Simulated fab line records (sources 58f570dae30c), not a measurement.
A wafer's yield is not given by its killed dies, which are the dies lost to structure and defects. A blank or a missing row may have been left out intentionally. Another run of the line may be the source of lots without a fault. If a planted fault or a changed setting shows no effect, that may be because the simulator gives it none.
The tool behind it: which one?    flow berkeley-cmos170    14 lots (42 wafers sampled), 1 step of a 331-step route

== WHAT EACH GAUGE READ, for each wafer ==
The record holds no reading of a measuring or inspecting step that can be judged against a usual standard deviation.

== EACH LOT AND THE TOOL THAT RAN IT (in order: tool; ch and the chambers of the sampled wafers; start) ==
lot   UCB170_PVT_STRIP_08
L895  plasma-asher-02 ch 0,1, day 6 06:32
L893  plasma-asher-03 ch 0,1, day 6 06:41
L896  plasma-asher-04 ch 0,1, day 6 17:41
L898  plasma-asher-04 ch 0,1, day 7 03:43
L899  plasma-asher-03 ch 0,1, day 7 03:45
L901  plasma-asher-04 ch 0,1, day 7 20:35
L905  plasma-asher-04 ch 0,1, day 8 05:39
L903  plasma-asher-02 ch 0,1, day 8 05:41
L906  plasma-asher-04 ch 0,1, day 8 05:56
L907  plasma-asher-04 ch 1, day 8 15:22
L911  plasma-asher-03 ch 0,1, day 8 22:23
L912  plasma-asher-02 ch 0,1, day 9 15:43
L913  plasma-asher-03 ch 0,1, day 9 15:56
L916  plasma-asher-02 ch 1, day 9 22:03
- UCB170_PVT_STRIP_08: strips in O2.

== WHAT THE TOOLS THEMSELVES READ (means of the sampled wafers that have a number; where no wafer has one, the mark that the record gives instead) ==
UCB170_PVT_STRIP_08.
lot   tool             chamber-pressure-mTorr (mTorr)  drypump-motor-current-A (A)  o2-flow-sccm (sccm)  oes-product-au (a.u.)  strip-time-to-endpoint-s (s)
L895  plasma-asher-02  3500.4                          5.8                          401.2                0.736                  21.60
L893  plasma-asher-03  3499.5                          5.9                          400.7                0.731                  21.62
L896  plasma-asher-04  3499.7                          6.1                          400.4                0.733                  21.64
L898  plasma-asher-04  3495.8                          5.7                          400.0                0.733                  21.66
L899  plasma-asher-03  3500.3                          5.8                          399.2                0.736                  21.65
L901  plasma-asher-04  3498.9                          5.7                          399.9                0.734                  21.60
L905  plasma-asher-04  3501.2                          6.1                          400.7                0.737                  21.70
L903  plasma-asher-02  3499.4                          6.3                          398.6                0.730                  21.67
L906  plasma-asher-04  3501.2                          5.7                          480.2                0.745                  21.06
L907  plasma-asher-04  3500.3                          5.3                          481.8                0.749                  21.07
L911  plasma-asher-03  3501.9                          5.9                          399.9                0.730                  21.68
L912  plasma-asher-02  3503.2                          5.7                          400.3                0.736                  21.66
L913  plasma-asher-03  3498.7                          5.9                          399.5                0.736                  21.47
L916  plasma-asher-02  3501.3                          5.2                          399.8                0.735                  21.75

== THE ANSWER, worked out from the rows above alone ==
Rule: what is usual is taken from the lots themselves. The widest of any qualifying gaps counts: lots, ordered by their means at a reading, are off when they make up no more than a third of the lots, leave a main group of 4 or more, and stand apart from it by 3 or more times the standard deviation of that group's means. A main group is skipped when, at the precision printed for the reading in the tables above, its means are all equal. A lot without any number at a reading at which 4 lots or more have one is off too. Where the step has rows for the other lots, those lots are counted as sound. After the gauges, taken in route order, come the tools' own readings; for these a lot's mean is taken, as printed above. At the first step where some lot is off, the reading lying furthest off is the one used; lots without a number count as furthest.
Off, at UCB170_PVT_STRIP_08 on o2-flow-sccm: L906, L907. Main group: mean 400.0 sccm, sd 0.68.
If a tool, at that step or one of the process steps before it, ran each lot that is off and ran no sound lot following the first of them, it fits. One candidate fits, namely plasma-asher-04 at UCB170_PVT_STRIP_08. A fault onset in the window from L905 (day 8 05:39, its last sound lot) to L906 (day 8 05:56, its first lot off) fits.
The tool's own readings at UCB170_PVT_STRIP_08 bear it out: on the lots that are off they differ by more than 5 times the standard deviation of the sound lots' means. o2-flow-sccm reads 481.0 sccm there against 400.0 sccm on the sound lots; oes-product-au reads 0.747 a.u. there against 0.734 a.u. on the sound lots; strip-time-to-endpoint-s reads 21.06 s there against 21.64 s on the sound lots.

== WHAT HAD BEEN PUT IN BY THE SIMULATOR ==
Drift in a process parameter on plasma-asher-04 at UCB170_PVT_STRIP_08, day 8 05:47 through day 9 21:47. From 400, the setting o2-flow-sccm moved by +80. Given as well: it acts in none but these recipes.
Shown lots that were struck: L906, L907. The same result came from the rule above.
